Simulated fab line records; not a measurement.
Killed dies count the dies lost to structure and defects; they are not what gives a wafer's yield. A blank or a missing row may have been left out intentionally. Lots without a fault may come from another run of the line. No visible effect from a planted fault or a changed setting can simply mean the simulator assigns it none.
fab line records	flow berkeleyCmos170
record: lots: 5	wafers: 27
route steps=331 shown START@3 SCREENOX@101 M1@238 M2@285 M3@327
startH: hours from the record's first day to the start of the lot's first wafer shown	waitH: how many hours have passed since the lot's step before this one	" repeats the value in the row above	L1.1+2: a row that stands for several wafers	- no value present, or no start provided	* or withheld: withheld	< > ~ a bound
route shown NAME@n: a module of which the file shows steps, and the number in the route of the first	usual: average and standard deviation across the fault-free wafers	same: alike in all rows	chamber/n: place in a boat	sites: each site's reading	_std_site: how widely they spread, as a standard deviation	_edge_site: the outer-site mean with the inner-site mean subtracted	radiusMm: how far each site lies from the wafer's centre	mask NAME#n: copy n	behind: the last tool/chamber to shape the wafer	hold: reason for holding the lot/hours on hold/outcome of the hold	device: which transistor (n, p or np) failed to switch	end of line: tests of these same wafers at the route's end	step lacking rows: just its recipe	killed: count of dies lost to structure and defects at first sort (not the wafer's yield)	map: shows each die of a wafer: x if killed, . if not, _ if none is there
set.NAME: the run value of the setting; set.NAME@STEP: its run value at that earlier step	model.NAME: the simulator's own value behind a step, which no gauge read
lots run with intentionally changed settings; tables by step, rows by wafer
== steps ==
step: UCB170_START_OXIDATION_02
recipe: tempC: 950	ambient: O2	targetThkA: 200	oxTimeS: 1800
lot.wafer	tool	chamber	startH	waitH	set.oxTimeS	model.SiO2_of_START_OXIDATION_02.thkNm
L075.1	-	-	-	0.0	1220	15.48
L075.2	"	-	"	"	1220	15.5
L075.3	"	-	"	"	1220	15.61
L075.4	"	-	"	"	1220	15.91
L075.5	"	-	"	"	1220	15.8
L075.6	"	-	"	"	1220	15.77
L076.1	-	-	-	0.4	1382	16.76
L076.2	"	-	"	"	1382	16.6
L076.3	"	-	"	"	1382	16.19
L076.4	"	-	"	"	1382	16.34
L076.5	"	-	"	"	1382	16.5
L076.6	"	-	"	"	1382	16.72
L077.1+2	-	-	-	3.4	2648	25.79
L077.3+4	"	-	"	"	2648	25.54
L077.5	"	-	"	"	2648	25.57
L077.6	"	-	"	"	2648	25.48
L078.1	-	-	-	1.4	2828	26.38
L078.2	"	-	"	"	2828	26.68
L078.3	"	-	"	"	2828	26.39
L078.4	"	-	"	"	2828	26.36
L078.5	"	-	"	"	2828	26.56
L078.6	"	-	"	"	2828	26.66
L080.1	furnace-04	0	42.13	2.0	1800	19.68
L080.4	"	0	"	"	1800	19.47
L080.5	"	0	"	"	1800	19.65
step: UCB170_START_THK_MEAS_03
recipe: reads: SiO2_of_START_OXIDATION_02
usual: START_OXIDE_THK: 19.8/0.31
lot.wafer	tool	chamber	startH	waitH	set.oxTimeS@START_OXIDATION_02	START_OXIDE_THK[nm]
L075.1	filmMetro-02	-	-	-	1220	15.4
L075.2	"	-	"	"	1220	15.5
L075.3	"	-	"	"	1220	15.6
L075.4	"	-	"	"	1220	15.9
L075.5	"	-	"	"	1220	15.8
L075.6	"	-	"	"	1220	15.8
L076.1	filmMetro-02	-	-	-	1382	16.7
L076.2	"	-	"	"	1382	16.6
L076.3	"	-	"	"	1382	16.2
L076.4	"	-	"	"	1382	16.3
L076.5	"	-	"	"	1382	16.5
L076.6	"	-	"	"	1382	16.8
L077.1	filmMetro-03	-	-	-	2648	25.7
L077.2	"	-	"	"	2648	25.8
L077.3	"	-	"	"	2648	25.5
L077.4	"	-	"	"	2648	25.5
L077.5	"	-	"	"	2648	25.6
L077.6	"	-	"	"	2648	25.5
L078.1	filmMetro-02	-	-	-	2828	26.4
L078.2	"	-	"	"	2828	26.7
L078.3	"	-	"	"	2828	26.3
L078.4	"	-	"	"	2828	26.4
L078.5	"	-	"	"	2828	26.6
L078.6	"	-	"	"	2828	26.6
L080.1	filmMetro-03	-	43.63	0.0	1800	19.7
L080.4	"	-	"	"	1800	19.5
L080.5	"	-	"	"	1800	19.6
step: UCB170_SCREENOX_OXIDATION_01
recipe: tempC: 900	ambient: O2	targetThkA: 144	oxTimeS: 2400
lot.wafer	tool	chamber	startH	waitH	set.oxTimeS	model.SiO2_of_SCREENOX_OXIDATION_01.thkNm
L076.1	-	-	-	3.7	1653	11.3
L076.2	"	-	"	"	1653	11.13
L076.3	"	-	"	"	1653	11.49
L076.4	"	-	"	"	1653	11.38
L076.5	"	-	"	"	1653	11.23
L076.6	"	-	"	"	1653	11.5
L075.1	-	-	-	2.6	3622	18.95
L075.2	"	-	"	"	3622	18.93
L075.3+5	"	-	"	"	3622	19.06
L075.4	"	-	"	"	3622	18.99
L075.6	"	-	"	"	3622	19.17
L077.1	-	-	-	3.7	1869	11.98
L077.2	"	-	"	"	1869	12.04
L077.3	"	-	"	"	1869	11.91
L077.4	"	-	"	"	1869	12.13
L077.5	"	-	"	"	1869	12.01
L077.6	"	-	"	"	1869	11.82
L078.1	-	-	-	3.7	2400	14.35
L078.2	"	-	"	"	2400	14.34
L078.3	"	-	"	"	2400	14.28
L078.4	"	-	"	"	2400	14.44
L078.5	"	-	"	"	2400	14.25
L078.6	"	-	"	"	2400	14.09
L080.1	furnace-04	0	134.23	3.6	2400	14.3
L080.4	"	0	"	"	2400	14.01
L080.5	"	0	"	"	2400	14.37
step: UCB170_SCREENOX_THK_MEAS_02
recipe: reads: SiO2_of_SCREENOX_OXIDATION_01
usual: SCREENOX_OXIDE_THK: 14.34/0.2
lot.wafer	tool	chamber	startH	waitH	set.oxTimeS@SCREENOX_OXIDATION_01	SCREENOX_OXIDE_THK[nm]
L076.1	filmMetro-03	-	-	-	1653	11.32
L076.2	"	-	"	"	1653	11.13
L076.3	"	-	"	"	1653	11.51
L076.4	"	-	"	"	1653	11.38
L076.5	"	-	"	"	1653	11.24
L076.6	"	-	"	"	1653	11.50
L075.1	filmMetro-04	-	-	-	3622	18.98
L075.2	"	-	"	"	3622	18.88
L075.3	"	-	"	"	3622	19.06
L075.4	"	-	"	"	3622	18.95
L075.5	"	-	"	"	3622	19.02
L075.6	"	-	"	"	3622	19.22
L077.1	filmMetro-03	-	-	-	1869	12.01
L077.2	"	-	"	"	1869	12.01
L077.3	"	-	"	"	1869	11.86
L077.4	"	-	"	"	1869	12.13
L077.5	"	-	"	"	1869	12.03
L077.6	"	-	"	"	1869	11.89
L078.1	filmMetro-04	-	-	-	2400	14.37
L078.2	"	-	"	"	2400	14.35
L078.3	"	-	"	"	2400	14.28
L078.4	"	-	"	"	2400	14.40
L078.5	"	-	"	"	2400	14.23
L078.6	"	-	"	"	2400	14.10
L080.1	filmMetro-03	-	135.90	0.0	2400	14.25
L080.4	"	-	"	"	2400	14.02
L080.5	"	-	"	"	2400	14.39
step: UCB170_M1_SPUTTER_00
recipe: material: Al	targetThkNm: 600	timeS: 80	powerW: 6000	chamberPressurePa: 0.5
lot.wafer	tool	chamber	startH	waitH	set.timeS	model.Al_of_M1_SPUTTER_00.thkNm
L076.1	pvdSputter-04	-	143.87	0.0	80	599.6
L076.2	"	-	"	"	101.9	763.9
L076.3	"	-	"	"	80	599.1
L076.4	"	-	"	"	80	600.6
L076.5	"	-	"	"	101.9	759.3
L076.6	"	-	"	"	101.9	756
L075.1	pvdSputter-02	-	144.73	0.0	80	605.6
L075.2	"	-	"	"	80	601.4
L075.3	"	-	"	"	80	603.7
L075.4	"	-	"	"	80	597
L075.5	"	-	"	"	80	608.6
L075.6	"	-	"	"	80	599.2
L077.1	pvdSputter-04	-	155.07	0.0	80	605.6
L077.2	"	-	"	"	80	605.3
L077.3	"	-	"	"	44.74	342.4
L077.4	"	-	"	"	44.74	343.1
L077.5	"	-	"	"	44.74	347
L077.6	"	-	"	"	80	606.4
L078.1	pvdSputter-02	-	155.47	0.0	114.3	861.4
L078.2	"	-	"	"	80	599.1
L078.3	"	-	"	"	114.3	859.6
L078.4	"	-	"	"	80	597.4
L078.5	"	-	"	"	80	599.6
L078.6	"	-	"	"	114.3	861.3
L080.1	pvdSputter-02	-	174.89	0.0	80	601.5
L080.4	"	-	"	"	80	598.4
L080.5	"	-	"	"	80	602.2
step: UCB170_M1_RS_MEAS_01
recipe: thkMeasGauge: four-point-probe	reads: Al_of_M1_SPUTTER_00
usual: M1_AL_RS: 0.0486/0.00042
lot.wafer	tool	chamber	startH	waitH	set.timeS@M1_SPUTTER_00	M1_AL_RS[ohm/sq]
L076.1	filmMetro-03	-	143.93	0.0	80	0.0486
L076.2	"	-	"	"	101.9	0.0379
L076.3	"	-	"	"	80	0.0486
L076.4	"	-	"	"	80	0.0485
L076.5	"	-	"	"	101.9	0.0383
L076.6	"	-	"	"	101.9	0.0384
L075.1	filmMetro-02	-	144.79	0.0	80	0.0480
L075.2	"	-	"	"	80	0.0484
L075.3	"	-	"	"	80	0.0481
L075.4	"	-	"	"	80	0.0487
L075.5	"	-	"	"	80	0.0479
L075.6	"	-	"	"	80	0.0486
L077.1	filmMetro-03	-	155.13	0.0	80	0.0481
L077.2	"	-	"	"	80	0.0481
L077.3	"	-	"	"	44.74	0.0862
L077.4	"	-	"	"	44.74	0.0859
L077.5	"	-	"	"	44.74	0.0850
L077.6	"	-	"	"	80	0.0481
L078.1	filmMetro-02	-	155.53	0.0	114.3	0.0336
L078.2	"	-	"	"	80	0.0486
L078.3	"	-	"	"	114.3	0.0336
L078.4	"	-	"	"	80	0.0487
L078.5	"	-	"	"	80	0.0485
L078.6	"	-	"	"	114.3	0.0336
L080.1	filmMetro-04	-	174.95	0.0	80	0.0486
L080.4	"	-	"	"	80	0.0487
L080.5	"	-	"	"	80	0.0485
step: UCB170_M1_THK_MEAS_02
recipe: thkMeasGauge: xrf	reads: Al_of_M1_SPUTTER_00
usual: M1_AL_THK: 608/5.5
lot.wafer	tool	chamber	startH	waitH	set.timeS@M1_SPUTTER_00	M1_AL_THK[nm]
L076.1	filmMetro-03	-	144.05	0.1	80	610
L076.2	"	-	"	"	101.9	774
L076.3	"	-	"	"	80	607
L076.4	"	-	"	"	80	607
L076.5	"	-	"	"	101.9	773
L076.6	"	-	"	"	101.9	766
L075.1	filmMetro-02	-	144.91	0.1	80	613
L075.2	"	-	"	"	80	612
L075.3	"	-	"	"	80	610
L075.4	"	-	"	"	80	604
L075.5	"	-	"	"	80	617
L075.6	"	-	"	"	80	607
L077.1	filmMetro-03	-	155.25	0.1	80	615
L077.2	"	-	"	"	80	612
L077.3	"	-	"	"	44.74	346
L077.4	"	-	"	"	44.74	349
L077.5	"	-	"	"	44.74	352
L077.6	"	-	"	"	80	617
L078.1	filmMetro-02	-	155.65	0.1	114.3	873
L078.2	"	-	"	"	80	606
L078.3	"	-	"	"	114.3	872
L078.4	"	-	"	"	80	604
L078.5	"	-	"	"	80	607
L078.6	"	-	"	"	114.3	876
L080.1	filmMetro-04	-	175.07	0.1	80	607
L080.4	"	-	"	"	80	601
L080.5	"	-	"	"	80	604
step: UCB170_M1_COAT_03
recipe: resist: BARC	tempC: withheld	timeS: withheld	spinRpm: 3000	resistThkNm: withheld
step: UCB170_M1_COAT_04
recipe: resist: KrF	spinRpm: 1500	resistThkNm: 900
step: UCB170_M1_ETCH_11
recipe: chemistry: N2/H2	targetDepthA: withheld	overetchA: withheld	target: BARC	timeS: withheld	sourceW: 500	biasW: 100	pressureMtorr: 30	n2FlowSccm: 100	h2FlowSccm: 200
step: UCB170_M1_METAL_ETCH_12
recipe: chemistry: Cl2/BCl3	target: Al	stopOn: PSG	pressureMtorr: 12	targetDepthA: 7800	overEtchFrac: 0.3	timeS: 130	icpW: 600	biasW: 118.7	Cl2_flow_sccm: 90	bcl3FlowSccm: 45
usual: oesProductAu: 0.850/0.01
lot.wafer	tool	chamber	startH	waitH	set.timeS@M1_SPUTTER_00	oesProductAu
L076.1	rieMetal-01	1	145.50	-	80	0.848
L076.2	"	0	"	"	101.9	0.975
L076.3	"	1	"	"	80	0.848
L076.4	"	0	"	"	80	0.860
L076.5	"	0	"	"	101.9	0.970
L076.6	"	1	"	"	101.9	0.962
L075.1	rieMetal-03	1	146.25	-	80	0.866
L075.2	"	0	"	"	80	0.835
L075.3	"	0	"	"	80	0.840
L075.4	"	1	"	"	80	0.853
L075.5	"	1	"	"	80	0.866
L075.6	"	0	"	"	80	0.827
L077.1	rieMetal-04	0	157.07	-	80	0.834
L077.2	"	1	"	"	80	0.870
L077.3	"	0	"	"	44.74	0.632
L077.4	"	1	"	"	44.74	0.662
L077.5	"	0	"	"	44.74	0.636
L077.6	"	1	"	"	80	0.868
L078.1	rieMetal-03	1	157.51	-	114.3	0.980
L078.2	"	1	"	"	80	0.856
L078.3	"	1	"	"	114.3	0.987
L078.4	"	1	"	"	80	0.853
L078.5	"	1	"	"	80	0.850
L078.6	"	1	"	"	114.3	0.985
L080.1	rieMetal-01	1	176.17	-	80	0.849
L080.4	"	1	"	"	80	0.841
L080.5	"	1	"	"	80	0.840
step: UCB170_M2_DEVELOP_14
recipe: developer: TMAH	developTimeS: 45	resist: KrF	devTempC: 21
lot.wafer	tool	chamber	startH	waitH	set.developTimeS
L076.1+2+3+4+5+6	lithoTrack-04	0	-	-	45
L075.1+3+6	lithoTrack-02	0	-	-	27.48
L075.2+4+5	"	0	"	"	45
L077.1+4+5	lithoTrack-01	0	-	-	45
L077.2+3+6	"	0	"	"	36.54
L078.1+4+5	lithoTrack-04	0	-	-	19.59
L078.2+3+6	"	0	"	"	45
L080.1+4+5	lithoTrack-01	0	-	-	45
step: UCB170_M2_CD_MEAS_15
recipe: targetCdNm: 700
usual: cdNm: 700.2/1.5
lot.wafer	tool	chamber	startH	waitH	set.developTimeS@M2_DEVELOP_14	cdNm
L076.1	cdSem-01	-	157.42	-	45	699.7
L076.2	"	-	"	"	45	698.3
L076.3	"	-	"	"	45	699.6
L076.4	"	-	"	"	45	700.0
L076.5	"	-	"	"	45	699.1
L076.6	"	-	"	"	45	699.2
L075.1	cdSem-02	-	158.31	-	27.48	704.9
L075.2	"	-	"	"	45	699.1
L075.3	"	-	"	"	27.48	703.0
L075.4	"	-	"	"	45	699.5
L075.5	"	-	"	"	45	699.9
L075.6	"	-	"	"	27.48	703.4
L077.1	cdSem-02	-	166.25	-	45	702.2
L077.2	"	-	"	"	36.54	704.4
L077.3	"	-	"	"	36.54	705.1
L077.4	"	-	"	"	45	703.5
L077.5	"	-	"	"	45	702.9
L077.6	"	-	"	"	36.54	704.8
L078.1	cdSem-01	-	166.28	-	19.59	708.0
L078.2	"	-	"	"	45	700.0
L078.3	"	-	"	"	45	698.8
L078.4	"	-	"	"	19.59	706.7
L078.5	"	-	"	"	19.59	707.2
L078.6	"	-	"	"	45	701.3
L080.1	cdSem-02	-	186.73	-	45	700.6
L080.4	"	-	"	"	45	698.9
L080.5	"	-	"	"	45	701.3
step: UCB170_M2_ETCH_17
recipe: chemistry: N2/H2	targetDepthA: withheld	overetchA: withheld	target: BARC	timeS: withheld	sourceW: 500	biasW: 100	pressureMtorr: 30	n2FlowSccm: 100	h2FlowSccm: 200
lot.wafer	tool	chamber	startH	waitH	set.developTimeS@M2_DEVELOP_14	model.M2.cdNm
L076.1	rieDiel-02	3	157.58	0.0	*	699.8
L076.2	"	0	"	"	*	698.2
L076.3	"	2	"	"	*	700
L076.4+6	"	1,2	"	"	*	700.2
L076.5	"	1	"	"	*	699.5
L075.1	rieDiel-02	3	158.47	0.0	*	704.6
L075.2	"	0	"	"	*	699.1
L075.3	"	2	"	"	*	703.6
L075.4	"	1	"	"	*	700.1
L075.5	"	2	"	"	*	700
L075.6	"	3	"	"	*	703.1
L077.1	rieDiel-01	3	166.40	0.0	*	701.7
L077.2	"	0	"	"	*	703.7
L077.3	"	1	"	"	*	705.2
L077.4	"	2	"	"	*	703.4
L077.5	"	2	"	"	*	702.8
L077.6	"	3	"	"	*	704.1
L078.1	rieDiel-03	0	166.44	0.0	*	708.2
L078.2	"	3	"	"	*	699.8
L078.3	"	1	"	"	*	699.3
L078.4	"	2	"	"	*	706.8
L078.5	"	2	"	"	*	707.5
L078.6	"	1	"	"	*	701.3
L080.1	rieDiel-01	3	186.88	0.0	*	700.6
L080.4	"	2	"	"	*	698.5
L080.5	"	1	"	"	*	700.7
step: UCB170_M2_METAL_ETCH_18
recipe: chemistry: Cl2/BCl3	target: Al	stopOn: SiO2	pressureMtorr: 12	targetDepthA: 11700	overEtchFrac: 0.3	timeS: 195	icpW: 600	biasW: 120	Cl2_flow_sccm: 90	bcl3FlowSccm: 45
step: UCB170_M2_STRIP_19
recipe: chemistry: O2	powerW: 400	pressureMtorr: 3500	platenTempC: withheld	o2FlowSccm: 400	overashFraction: 0.5
step: UCB170_M2_CD_MEAS_90
recipe: targetCdNm: 700
usual: cdNm: 700.4/2
lot.wafer	tool	chamber	startH	waitH	set.developTimeS@M2_DEVELOP_14	cdNm
L076.1	cdSem-01	-	157.91	0.1	45	696.4
L076.2	"	-	"	"	45	700.2
L076.3	"	-	"	"	45	699.4
L076.4	"	-	"	"	45	699.2
L076.5	"	-	"	"	45	699.1
L076.6	"	-	"	"	45	700.4
L075.1	cdSem-01	-	158.80	0.1	27.48	707.0
L075.2	"	-	"	"	45	700.7
L075.3	"	-	"	"	27.48	704.3
L075.4	"	-	"	"	45	701.7
L075.5	"	-	"	"	45	702.0
L075.6	"	-	"	"	27.48	702.4
L077.1	cdSem-01	-	166.73	0.1	45	700.7
L077.2	"	-	"	"	36.54	704.1
L077.3	"	-	"	"	36.54	704.0
L077.4	"	-	"	"	45	701.7
L077.5	"	-	"	"	45	701.5
L077.6	"	-	"	"	36.54	705.4
L078.1	cdSem-02	-	166.77	0.1	19.59	707.4
L078.2	"	-	"	"	45	699.9
L078.3	"	-	"	"	45	697.5
L078.4	"	-	"	"	19.59	706.4
L078.5	"	-	"	"	19.59	706.4
L078.6	"	-	"	"	45	700.2
L080.1	cdSem-01	-	187.21	0.1	45	699.0
L080.4	"	-	"	"	45	698.8
L080.5	"	-	"	"	45	697.5
step: UCB170_M3_METAL_ETCH_18
recipe: chemistry: Cl2/BCl3	target: Al	stopOn: SiO2	pressureMtorr: 12	targetDepthA: 11700	overEtchFrac: 0.3	timeS: 195	icpW: 600	biasW: 120	Cl2_flow_sccm: 90	bcl3FlowSccm: 45
usual: oesProductAu: 0.850/0.0088
lot.wafer	tool	chamber	startH	waitH	set.targetDepthA	oesProductAu	model.M3.featureDepthNm	model.KrF_of_M3_COAT_10.thkNm
L076.1	rieMetal-01	0	162.54	-	15610	0.735	967.2	8.49
L076.2	"	1	"	"	15610	0.721	967.1	0
L076.3	"	1	"	"	15610	0.728	974.4	2.688
L076.4	"	0	"	"	11700	0.838	932.8	232.1
L076.5	"	1	"	"	11700	0.840	954.7	223.3
L076.6	"	0	"	"	11700	0.857	952.4	234.7
L075.1	rieMetal-03	0	163.95	-	13730	0.767	945.5	95.7
L075.2	"	1	"	"	13730	0.774	947.2	120.8
L075.3	"	1	"	"	13730	0.779	957.6	118.9
L075.4	"	0	"	"	11700	0.838	939.2	217.2
L075.5	"	1	"	"	11700	0.842	936.6	232.5
L075.6	"	0	"	"	11700	0.843	948.9	212.2
L077.1	rieMetal-01	1	172.18	-	4828	0.979	475.9	615.5
L077.2	"	0	"	"	11700	0.859	952.9	232.7
L077.3	"	0	"	"	11700	0.847	946.8	227.5
L077.4	"	1	"	"	11700	0.840	949.1	219.3
L077.5	"	1	"	"	4828	0.983	476.7	616.4
L077.6	"	0	"	"	4828	0.982	467.1	621.5
L078.1	rieMetal-03	1	172.48	-	8843	0.985	862.1	384
L078.2	"	0	"	"	8843	1.000	886.2	372.9
L078.3	"	0	"	"	11700	0.858	964.2	208.2
L078.4	"	1	"	"	11700	0.857	956.7	225.7
L078.5	"	1	"	"	11700	0.862	953.6	223.3
L078.6	"	0	"	"	8843	0.997	891.1	368.2
L080.1	rieMetal-03	1	192.46	-	11700	0.858	956.1	234.5
L080.4	"	0	"	"	11700	0.850	957.6	223.2
L080.5	"	1	"	"	11700	0.865	954.1	227.6
step: UCB170_M3_STRIP_19
recipe: chemistry: O2	powerW: 400	pressureMtorr: 3500	platenTempC: withheld	o2FlowSccm: 400	overashFraction: 0.5
usual: oesProductAu: 0.551/0.01
lot.wafer	tool	chamber	startH	waitH	set.targetDepthA@M3_METAL_ETCH_18	oesProductAu
L076.1	plasmaAsher-02	0	162.72	0.1	15610	0.321
L076.2	"	1	"	"	15610	0.311
L076.3	"	0	"	"	15610	0.312
L076.4	"	1	"	"	11700	0.565
L076.5	"	0	"	"	11700	0.552
L076.6	"	1	"	"	11700	0.561
L075.1	plasmaAsher-02	1	164.13	0.1	13730	0.420
L075.2	"	0	"	"	13730	0.450
L075.3	"	1	"	"	13730	0.443
L075.4	"	0	"	"	11700	0.554
L075.5	"	1	"	"	11700	0.564
L075.6	"	0	"	"	11700	0.544
L077.1	plasmaAsher-02	0	172.37	0.1	4828	0.726
L077.2	"	1	"	"	11700	0.562
L077.3	"	0	"	"	11700	0.554
L077.4	"	1	"	"	11700	0.556
L077.5	"	0	"	"	4828	0.717
L077.6	"	1	"	"	4828	0.720
L078.1	plasmaAsher-01	0	172.67	0.1	8843	0.713
L078.2	"	1	"	"	8843	0.709
L078.3	"	1	"	"	11700	0.536
L078.4	"	0	"	"	11700	0.556
L078.5	"	0	"	"	11700	0.554
L078.6	"	1	"	"	8843	0.706
L080.1	plasmaAsher-04	1	192.65	0.1	11700	0.565
L080.4	"	1	"	"	11700	0.564
L080.5	"	1	"	"	11700	0.560
step: UCB170_M3_CD_MEAS_90
recipe: targetCdNm: 700
usual: cdNm: 700.8/3
lot.wafer	tool	chamber	startH	waitH	set.targetDepthA@M3_METAL_ETCH_18	cdNm
L076.1	cdSem-02	-	162.82	0.1	15610	691.8
L076.2	"	-	"	"	15610	684.6
L076.3	"	-	"	"	15610	685.9
L076.4	"	-	"	"	11700	705.9
L076.5	"	-	"	"	11700	698.8
L076.6	"	-	"	"	11700	704.9
L075.1	cdSem-02	-	164.23	0.1	13730	687.7
L075.2	"	-	"	"	13730	691.2
L075.3	"	-	"	"	13730	694.1
L075.4	"	-	"	"	11700	693.4
L075.5	"	-	"	"	11700	700.9
L075.6	"	-	"	"	11700	692.8
L077.1	cdSem-02	-	172.47	0.1	4828	727.8
L077.2	"	-	"	"	11700	705.2
L077.3	"	-	"	"	11700	705.8
L077.4	"	-	"	"	11700	703.3
L077.5	"	-	"	"	4828	730.8
L077.6	"	-	"	"	4828	732.8
L078.1	cdSem-01	-	172.77	0.1	8843	713.8
L078.2	"	-	"	"	8843	716.1
L078.3	"	-	"	"	11700	704.7
L078.4	"	-	"	"	11700	702.8
L078.5	"	-	"	"	11700	700.4
L078.6	"	-	"	"	8843	708.9
L080.1	cdSem-02	-	192.75	0.1	11700	700.0
L080.4	"	-	"	"	11700	701.2
L080.5	"	-	"	"	11700	701.8
== key ==
split: step: UCB170_START_OXIDATION_02	setting: oxTimeS	stated: 1800	by: lot
response: step: UCB170_START_OXIDATION_02	reading: model.SiO2_of_START_OXIDATION_02.thkNm	change: +0.124	per: 1%	r: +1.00
response: step: UCB170_START_THK_MEAS_03	reading: START_OXIDE_THK	change: +0.124	per: 1%	r: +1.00
split: step: UCB170_SCREENOX_OXIDATION_01	setting: oxTimeS	stated: 2400	by: lot
response: step: UCB170_SCREENOX_OXIDATION_01	reading: model.SiO2_of_SCREENOX_OXIDATION_01.thkNm	change: +0.0948	per: 1%	r: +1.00
response: step: UCB170_SCREENOX_THK_MEAS_02	reading: SCREENOX_OXIDE_THK	change: +0.0946	per: 1%	r: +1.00
split: step: UCB170_M1_SPUTTER_00	setting: timeS	stated: 80	by: wafer
response: step: UCB170_M1_SPUTTER_00	reading: model.Al_of_M1_SPUTTER_00.thkNm	change: +5.99	per: 1%	r: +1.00
response: step: UCB170_M1_RS_MEAS_01	reading: M1_AL_RS	change: -0.00057	per: 1%	r: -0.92
response: step: UCB170_M1_THK_MEAS_02	reading: M1_AL_THK	change: +6.1	per: 1%	r: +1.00
response: step: UCB170_M1_METAL_ETCH_12	reading: oesProductAu	change: +0.00403	per: 1%	r: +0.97
split: step: UCB170_M2_DEVELOP_14	setting: developTimeS	stated: 45	by: wafer
response: step: UCB170_M2_CD_MEAS_15	reading: cdNm	change: -0.121	per: 1%	r: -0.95
response: step: UCB170_M2_ETCH_17	reading: model.M2.cdNm	change: -0.121	per: 1%	r: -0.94
response: step: UCB170_M2_CD_MEAS_90	reading: cdNm	change: -0.12	per: 1%	r: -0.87
split: step: UCB170_M3_METAL_ETCH_18	setting: targetDepthA	stated: 11700	by: wafer
response: step: UCB170_M3_METAL_ETCH_18	reading: oesProductAu	change: -0.00297	per: 1%	r: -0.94
response: step: UCB170_M3_METAL_ETCH_18	reading: model.M3.featureDepthNm	change: +5.64	per: 1%	r: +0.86
response: step: UCB170_M3_METAL_ETCH_18	reading: model.KrF_of_M3_COAT_10.thkNm	change: -6.63	per: 1%	r: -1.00
response: step: UCB170_M3_STRIP_19	reading: oesProductAu	change: -0.00435	per: 1%	r: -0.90
response: step: UCB170_M3_CD_MEAS_90	reading: cdNm	change: -0.433	per: 1%	r: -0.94
